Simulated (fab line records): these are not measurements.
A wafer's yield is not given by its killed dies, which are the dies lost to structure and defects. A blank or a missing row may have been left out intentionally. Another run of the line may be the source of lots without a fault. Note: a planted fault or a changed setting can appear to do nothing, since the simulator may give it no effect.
Which of the tools did it?	flow berkeley_cmos170	route of 331 steps, sampled at 1 step: 7 lots, 21 wafers

== WHAT EACH GAUGE READ, for each wafer ==
UCB170_NVT_TW_MEAS_09.
lot	measured	on	NVT_TW
L919	day 5 23:57	film_metro-03	522.0 523.8 528.6
L918	day 6 00:16	film_metro-04	519.8 523.3 525.1
L923	day 6 07:38	film_metro-03	522.5 524.5 525.0
L924	day 7 01:47	film_metro-01	528.4 527.0 524.1
L926	day 7 06:31	film_metro-04	520.2 521.4 520.9
L933	day 9 06:29	film_metro-01	524.8 522.0 523.4
L937	day 9 13:07	film_metro-04	523.5 521.0 520.1

== EACH LOT AND THE TOOL THAT RAN IT (in order: tool; ch and the chambers of the sampled wafers; start) ==
There is no process step in the record ahead of these readings.

== THE ANSWER, worked out from the rows above alone ==
Rule: the usual values come from the lots themselves. The widest of any qualifying gaps counts: lots, ordered by their means at a reading, are off when they make up no more than a third of the lots, leave a main group of 4 or more, and stand apart from it by 3 or more times the standard deviation of that group's means. The tables above print the reading to a certain number of digits; a main group whose means all agree to those digits is not used. A lot without any number at a reading at which 4 lots or more have one is off too. The other lots that the step has rows for count as sound.
Across all readings shown, no lot is off: no conclusion can be drawn from this.

== WHAT THE SIMULATOR HAD PUT IN ==
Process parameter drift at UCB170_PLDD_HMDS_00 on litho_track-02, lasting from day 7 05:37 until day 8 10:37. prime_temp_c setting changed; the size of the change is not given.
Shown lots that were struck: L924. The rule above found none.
